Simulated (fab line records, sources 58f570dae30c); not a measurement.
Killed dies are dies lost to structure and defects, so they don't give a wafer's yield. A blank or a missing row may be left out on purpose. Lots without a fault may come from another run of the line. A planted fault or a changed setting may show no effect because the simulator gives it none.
Which tool did it? | flow berkeley_cmos170 | 14 lots, 42 wafers sampled, at 6 steps of a route of 331

WHAT THE GAUGES READ, wafer by wafer
UCB170_CONTACT_THK_MEAS_02.
lot  | measured     | on            | CONTACT_PSG_THK (nm)
L329 | day 7 20:22  | film_metro-02 | 702 705 696
L331 | day 7 21:06  | film_metro-02 | 705 709 703
L330 | day 8 01:32  | film_metro-03 | 710 708 707
L333 | day 8 01:32  | film_metro-04 | 693 693 697
L337 | day 9 11:13  | film_metro-02 | 701 702 703
L338 | day 9 11:35  | film_metro-04 | 700 702 701
L343 | day 11 00:37 | film_metro-03 | 696 695 690
L346 | day 11 09:38 | film_metro-03 | 690 698 697
L347 | day 11 09:55 | film_metro-04 | 703 699 702
L348 | day 11 16:08 | film_metro-04 | 701 708 703
L349 | day 11 16:39 | film_metro-04 | 699 696 694
L351 | day 12 08:28 | film_metro-02 | 698 696 694
L350 | day 12 09:04 | film_metro-02 | 681 678 684
L352 | day 12 19:59 | film_metro-03 | 687 691 697

UCB170_V1_BOW_MEAS_03.
lot  | measured     | on            | V1_BOW (um)
L329 | day 8 02:56  | film_metro-04 | 15 22 8
L331 | day 8 04:33  | film_metro-02 | 21 18 16
L330 | day 8 07:38  | film_metro-02 | 19 29 3
L333 | day 8 09:03  | film_metro-02 | 16 15 20
L337 | day 9 17:12  | film_metro-04 | 18 13 21
L338 | day 9 18:31  | film_metro-04 | 10 14 9
L343 | day 11 09:47 | film_metro-01 | 31 27 46
L346 | day 11 16:10 | film_metro-01 | 38 36 45
L347 | day 11 17:26 | film_metro-02 | 23 10 31
L348 | day 11 23:05 | film_metro-01 | 20 16 19
L349 | day 12 00:24 | film_metro-02 | 14 31 9
L351 | day 12 14:23 | film_metro-01 | 18 21 17
L350 | day 12 15:46 | film_metro-04 | 23 19 25
L352 | day 13 03:07 | film_metro-01 | 16 22 13

UCB170_V1_THK_MEAS_04.
lot  | measured     | on            | V1_POLISHED_THK (nm)
L329 | day 8 03:02  | film_metro-04 | 1000.8 1000.1 1001.2
L331 | day 8 04:40  | film_metro-02 | 1001.1 1000.8 1001.3
L330 | day 8 07:46  | film_metro-02 | 999.9 1000.6 1001.3
L333 | day 8 09:10  | film_metro-02 | 1001.0 1002.0 1000.2
L337 | day 9 17:19  | film_metro-04 | 999.4 999.8 1000.9
L338 | day 9 18:38  | film_metro-04 | 1000.7 998.8 1001.5
L343 | day 11 09:55 | film_metro-01 | 2001.8 2002.5 2014.1
L346 | day 11 16:17 | film_metro-01 | 1961.9 2020.8 2000.3
L347 | day 11 17:33 | film_metro-02 | 1002.5 999.5 1000.5
L348 | day 11 23:12 | film_metro-01 | 1001.4 1000.7 1000.4
L349 | day 12 00:31 | film_metro-02 | 1000.8 1001.6 1001.7
L351 | day 12 14:30 | film_metro-01 | 1001.6 1002.1 1002.3
L350 | day 12 15:53 | film_metro-04 | 1001.7 999.9 1002.5
L352 | day 13 03:14 | film_metro-01 | 999.3 1002.3 1001.3

WHICH TOOL RAN EACH LOT (tool, then ch and the chambers of the sampled wafers, then the start)
lot  | UCB170_CONTACT_RTA_08            | UCB170_CONTACT_ETCH_18                        | UCB170_V1_CMP_02
L329 | rtp_anneal-02 ch 0, day 7 21:25  | rie_diel-02 ch 1,2, day 8 02:44 or earlier    | cmp-01 ch 1,2,3, day 8 02:44
L331 | rtp_anneal-02 ch 0, day 7 22:02  | rie_diel-04 ch 0,1,2, day 8 04:20 or earlier  | cmp-01 ch 0,1,2, day 8 04:20
L330 | rtp_anneal-01 ch 0, day 8 02:23  | rie_diel-02 ch 0,3, day 8 07:26 or earlier    | cmp-02 ch 0,1,3, day 8 07:26
L333 | rtp_anneal-02 ch 0, day 8 02:31  | rie_diel-04 ch 0,1,3, day 8 08:45 or earlier  | cmp-02 ch 0,2,3, day 8 08:45
L337 | rtp_anneal-02 ch 0, day 9 12:01  | rie_diel-04 ch 0,1,3, day 9 16:53 or earlier  | cmp-02 ch 0,1,2, day 9 16:53
L338 | rtp_anneal-01 ch 0, day 9 12:34  | rie_diel-02 ch 1,2,3, day 9 18:13 or earlier  | cmp-01 ch 0,2,3, day 9 18:13
L343 | rtp_anneal-01 ch 0, day 11 01:49 | rie_diel-01 ch 0,1,3, day 11 09:32 or earlier | cmp-02 ch 1,3, day 11 09:32
L346 | rtp_anneal-02 ch 0, day 11 10:25 | rie_diel-02 ch 1,2,3, day 11 15:52 or earlier | cmp-02 ch 0,3, day 11 15:52
L347 | rtp_anneal-01 ch 0, day 11 10:41 | rie_diel-04 ch 0,1,2, day 11 17:11 or earlier | cmp-02 ch 0,2,3, day 11 17:11
L348 | rtp_anneal-02 ch 0, day 11 16:55 | rie_diel-04 ch 0,3, day 11 22:52 or earlier   | cmp-01 ch 1,2,3, day 11 22:52
L349 | rtp_anneal-01 ch 0, day 11 17:26 | rie_diel-02 ch 0,2,3, day 12 00:06 or earlier | cmp-02 ch 0,1,2, day 12 00:06
L351 | rtp_anneal-02 ch 0, day 12 09:17 | rie_diel-02 ch 0,1,3, day 12 14:04 or earlier | cmp-01 ch 0,2,3, day 12 14:04
L350 | rtp_anneal-01 ch 0, day 12 10:02 | rie_diel-01 ch 0,2, day 12 15:28 or earlier   | cmp-02 ch 1,2, day 12 15:28
L352 | rtp_anneal-01 ch 0, day 12 20:48 | rie_diel-02 ch 0,1,2, day 13 02:54 or earlier | cmp-02 ch 0,1,3, day 13 02:54
- UCB170_CONTACT_RTA_08: time 10 s.
- UCB170_CONTACT_ETCH_18: etches PSG in CHF3/CF4/Ar, stops on TiSi2, target depth 840 nm, time 195 s.
- UCB170_V1_CMP_02: polishes SiO2.

WHAT THE TOOLS THEMSELVES READ (means of the sampled wafers that have a number; where no wafer has one, the mark that the record gives instead)
UCB170_CONTACT_RTA_08.
lot  | tool          | lamp_power_pct (%) | wafer_temp_C_max
L329 | rtp_anneal-02 | 23.79              | 903.1
L331 | rtp_anneal-02 | 23.78              | 902.6
L330 | rtp_anneal-01 | 24.03              | 902.2
L333 | rtp_anneal-02 | 23.81              | 903.0
L337 | rtp_anneal-02 | 23.80              | 902.3
L338 | rtp_anneal-01 | 24.04              | 902.6
L343 | rtp_anneal-01 | 24.03              | 901.8
L346 | rtp_anneal-02 | 23.78              | 901.8
L347 | rtp_anneal-01 | 24.01              | 902.4
L348 | rtp_anneal-02 | 23.80              | 902.9
L349 | rtp_anneal-01 | 24.02              | 902.6
L351 | rtp_anneal-02 | 23.81              | 902.4
L350 | rtp_anneal-01 | 24.01              | 902.0
L352 | rtp_anneal-01 | 24.03              | 902.4

UCB170_CONTACT_ETCH_18.
lot  | tool        | drypump_motor_current_A (A) | mfc_ar_sccm (sccm) | oes_product_au (a.u.) | rf_fwd_power_W (W) | throttle_valve_pct (%)
L329 | rie_diel-02 | 5.4                         | 150.0              | 0.886                 | 694.6              | 6.94
L331 | rie_diel-04 | 5.7                         | 150.0              | 0.894                 | 697.4              | 6.91
L330 | rie_diel-02 | 6.5                         | 149.9              | 0.896                 | 695.7              | 6.87
L333 | rie_diel-04 | 5.9                         | 149.5              | 0.886                 | 698.6              | 6.96
L337 | rie_diel-04 | 5.8                         | 149.6              | 0.886                 | 696.2              | 6.96
L338 | rie_diel-02 | 5.5                         | 150.1              | 0.882                 | 697.3              | 7.00
L343 | rie_diel-01 | 5.3                         | 150.1              | 0.881                 | 699.8              | 7.07
L346 | rie_diel-02 | 5.5                         | 149.9              | 0.878                 | 697.0              | 7.01
L347 | rie_diel-04 | 5.7                         | 149.8              | 0.877                 | 699.7              | 6.91
L348 | rie_diel-04 | 5.7                         | 150.0              | 0.901                 | 698.1              | 6.96
L349 | rie_diel-02 | 5.9                         | 150.2              | 0.888                 | 698.4              | 6.99
L351 | rie_diel-02 | 6.1                         | 150.5              | 0.891                 | 695.6              | 6.89
L350 | rie_diel-01 | 5.2                         | 149.9              | 0.865                 | 697.5              | 7.14
L352 | rie_diel-02 | 5.8                         | 150.2              | 0.883                 | 696.1              | 6.92

UCB170_V1_CMP_02.
lot  | tool   | edge_zone_pressure_frac | head_pressure_psi (psi) | motor_current_A (A) | slurry_filter_dp_kPa (kPa)
L329 | cmp-01 | 0.997                   | 5.999                   | 16.6                | 13.48
L331 | cmp-01 | 1.006                   | 5.995                   | 15.1                | 13.50
L330 | cmp-02 | 1.001                   | 6.004                   | 17.2                | 13.56
L333 | cmp-02 | 0.998                   | 5.994                   | 17.9                | 13.64
L337 | cmp-02 | 0.999                   | 6.024                   | 17.5                | 13.34
L338 | cmp-01 | 1.004                   | 6.002                   | 16.1                | 13.41
L343 | cmp-02 | -                       | -                       | -                   | -
L346 | cmp-02 | -                       | -                       | -                   | -
L347 | cmp-02 | 1.000                   | 6.002                   | 17.4                | 13.68
L348 | cmp-01 | 1.000                   | 5.989                   | 16.2                | 13.63
L349 | cmp-02 | 1.005                   | 6.005                   | 17.6                | 13.55
L351 | cmp-01 | 0.997                   | 6.007                   | 16.1                | 13.49
L350 | cmp-02 | 0.999                   | 5.995                   | 17.3                | 13.51
L352 | cmp-02 | 1.002                   | 6.003                   | 17.7                | 13.46

THE ANSWER, worked out from the rows above alone
Rule: what is usual is taken from the lots themselves. Put in order of their means at a reading, lots are off if they are a third of the lots or fewer, leave a main group of 4 or more, and stand apart from it by a gap of 3 or more times the standard deviation of the main group's means; of several such gaps the widest counts. A main group whose means are all the same, to the digits that the tables above print for the reading, isn't used. A lot without any number at a reading at which 4 lots or more have one is off too. The other lots that the step has rows for count as sound. The gauges are gone through in route order, then the tools' own readings, and for those a lot's mean is taken as printed above. The first step at which some lot is off is used, and at that step the reading that is off furthest; a lot without a number counts as furthest.
Off: L343, L346, at UCB170_V1_BOW_MEAS_03 (V1_BOW). The main group: mean 18 um, standard deviation 2.7.
A tool fits if, at a process step before that reading, it ran every lot that is off, and no sound lot after the first of them. The gauges at UCB170_V1_BOW_MEAS_03 aren't tried: what is off there is off at UCB170_V1_CMP_02 too, on other tools, and a gauge's error can't cause that. UCB170_CONTACT_ETCH_18 gives no start for some lots, so the hours and the order of its lots are those of UCB170_V1_CMP_02. None of those tried fits.

WHAT THE SIMULATOR HAD PUT IN
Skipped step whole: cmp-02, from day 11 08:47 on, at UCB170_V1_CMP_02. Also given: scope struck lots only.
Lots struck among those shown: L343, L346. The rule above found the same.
